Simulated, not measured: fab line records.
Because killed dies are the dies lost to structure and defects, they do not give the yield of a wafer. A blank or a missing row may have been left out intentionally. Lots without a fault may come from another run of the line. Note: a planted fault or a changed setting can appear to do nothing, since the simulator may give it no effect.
Which tool was responsible? ; flow berkeley cmos170 ; 13 lots, 39 wafers sampled, at 4 steps of a route of 331

== WHAT THE GAUGES SHOWED, per wafer ==
UCB170_V2_OVL_MEAS_13.
lot;measured;on;V2_OVL (nm)
L809;day 8 02:55;overlay-01;-4 -6 -4
L811;day 8 08:47;overlay-02;-1 -5 -6
L812;day 8 14:53;overlay-02;4 5 10
L814;day 9 06:25;overlay-01;-3 -3 2
L816;day 9 08:07;overlay-01;-8 -11 -10
L817;day 9 18:51;overlay-02;8 2 1
L819;day 10 02:45;overlay-02;-3 8 1
L821;day 10 03:04;overlay-02;14 10 4
L818;day 10 03:15;overlay-01;7 8 6
L823;day 10 14:16;overlay-02;4 2 3
L825;day 11 06:43;overlay-02;3 6 -6
L830;day 11 18:58;overlay-02;7 10 7
L831;day 12 06:07;overlay-01;-2 -1 2

UCB170_V2_CD_MEAS_90: target cd 700 nm.
lot;measured;on;cd nm (nm)
L809;day 8 03:14;cd sem-01;699.7 701.7 702.2
L811;day 8 09:06;cd sem-02;702.0 699.0 703.5
L812;day 8 15:45;cd sem-02;696.0 695.8 697.1
L814;day 9 06:44;cd sem-01;700.9 703.3 703.2
L816;day 9 08:27;cd sem-01;699.8 700.7 700.1
L817;day 9 19:11;cd sem-01;699.4 699.2 699.7
L819;day 10 03:04;cd sem-02;698.9 701.5 700.4
L821;day 10 03:26;cd sem-02;699.4 700.9 699.9
L818;day 10 03:34;cd sem-01;702.9 702.7 699.9
L823;day 10 14:35;cd sem-01;698.6 699.4 697.9
L825;day 11 07:02;cd sem-01;700.6 704.1 701.1
L830;day 11 19:20;cd sem-01;701.2 701.8 698.2
L831;day 12 06:26;cd sem-02;699.5 702.8 701.2

== WHAT TOOL EACH LOT RAN ON (gives the tool, then ch and the chambers of the sampled wafers, and finally the start) ==
lot;UCB170_M2_ETCH_17;UCB170_V2_CVD_00
L809;rie diel-04 ch 0,1,3, day 8 00:11;pecvd-02 ch 1,2, day 8 00:38
L811;rie diel-03 ch 2,3, day 8 06:23;pecvd-03 ch 1,2, day 8 06:50
L812;rie diel-03 ch 0,2, day 8 11:14;pecvd-04 ch 0,1,2, day 8 11:48
L814;rie diel-04 ch 1,2, day 9 04:07;pecvd-04 ch 1,2, day 9 04:34
L816;rie diel-02 ch 1,2,3, day 9 05:29;pecvd-04 ch 1,2, day 9 05:56
L817;rie diel-02 ch 1,2,3, day 9 12:16;pecvd-02 ch 0,2, day 9 12:47
L819;rie diel-03 ch 0,1,2, day 10 00:10;pecvd-03 ch 0,1,2, day 10 00:37
L821;rie diel-04 ch 0,2, day 10 00:23;pecvd-04 ch 0,2, day 10 00:55
L818;rie diel-03 ch 1,2, day 10 00:50;pecvd-02 ch 1,2, day 10 01:17
L823;rie diel-03 ch 1,2,3, day 10 11:30;pecvd-02 ch 0,1,2, day 10 11:57
L825;rie diel-04 ch 0,1,3, day 11 04:00;pecvd-04 ch 0,1, day 11 04:28
L830;rie diel-02 ch 0,2,3, day 11 15:07;pecvd-03 ch 0,1,2, day 11 15:38
L831;rie diel-02 ch 0,1,2, day 12 03:28;pecvd-03 ch 0,1,2, day 12 03:55
- UCB170_M2_ETCH_17: etches BARC in N2/H2.
- UCB170_V2_CVD_00: deposits SiO2 from TEOS/O2, target thk 2000 nm, time 250 s.

== AS READ BY THE TOOLS THEMSELVES (means over the sampled wafers that have a number; for cases with no such wafer, the mark the record gives instead) ==
UCB170_M2_ETCH_17.
lot;tool;drypump motor current A (A);h2 flow sccm (sccm);oes product au (a.u.);rf fwd power W (W);throttle valve pct (%)
L809;rie diel-04;6.0;199.8;1.010;494.6;13.30
L811;rie diel-03;6.1;200.1;0.999;496.1;13.51
L812;rie diel-03;5.9;199.7;0.995;494.2;13.13
L814;rie diel-04;5.6;199.3;1.004;494.9;13.32
L816;rie diel-02;5.2;200.4;0.989;495.7;13.35
L817;rie diel-02;5.2;199.9;0.992;493.7;13.34
L819;rie diel-03;6.0;199.5;0.996;494.4;13.26
L821;rie diel-04;5.9;200.4;1.020;493.6;13.17
L818;rie diel-03;6.1;199.5;1.000;495.1;13.34
L823;rie diel-03;6.1;200.7;0.926;427.4;13.46
L825;rie diel-04;6.0;200.3;1.018;493.9;13.31
L830;rie diel-02;5.3;199.8;0.990;494.8;13.33
L831;rie diel-02;5.3;199.8;0.995;492.1;13.33

UCB170_V2_CVD_00.
lot;tool;heater power w (W)
L809;pecvd-02;212
L811;pecvd-03;265
L812;pecvd-04;226
L814;pecvd-04;261
L816;pecvd-04;235
L817;pecvd-02;251
L819;pecvd-03;259
L821;pecvd-04;273
L818;pecvd-02;199
L823;pecvd-02;250
L825;pecvd-04;212
L830;pecvd-03;256
L831;pecvd-03;216

== THE ANSWER, worked out from the rows above alone ==
Rule: the usual values come from the lots themselves. The widest of any qualifying gaps counts: lots, ordered by their means at a reading, are off when they make up no more than a third of the lots, leave a main group of 4 or more, and stand apart from it by 3 or more times the standard deviation of that group's means. The tables above print the reading to a certain number of digits; a main group whose means all agree to those digits is not used. A lot without any number at a reading at which 4 lots or more have one is off too. All remaining lots with rows at the step are treated as sound. Order of review: gauges by route order, followed by the tools' own readings, for which a lot's mean as printed above is used. At the first step where some lot is off, the reading lying furthest off is the one used; lots without a number count as furthest.
Off: L823, at UCB170_M2_ETCH_17 (rf fwd power W). The main group has a mean of 494.4 W with a standard deviation of 1.
If a tool, at that step or one of the process steps before it, ran each lot that is off and ran no sound lot following the first of them, it fits. One candidate fits, namely rie diel-03 at UCB170_M2_ETCH_17. Its last sound lot is L818 (day 10 00:50), its first lot that is off L823 (day 10 11:30): a fault that began between those two fits.
The tool's own readings at UCB170_M2_ETCH_17 bear it out: on the lots that are off they differ by more than 5 times the standard deviation of the sound lots' means. oes product au reads 0.926 a.u. there against 1.001 a.u. on the sound lots; rf fwd power W reads 427.4 W there against 494.4 W on the sound lots.

== WHAT THE SIMULATOR HAD PUT IN ==
rie diel-03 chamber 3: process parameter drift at UCB170_M2_ETCH_17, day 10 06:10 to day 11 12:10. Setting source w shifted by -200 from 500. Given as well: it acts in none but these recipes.
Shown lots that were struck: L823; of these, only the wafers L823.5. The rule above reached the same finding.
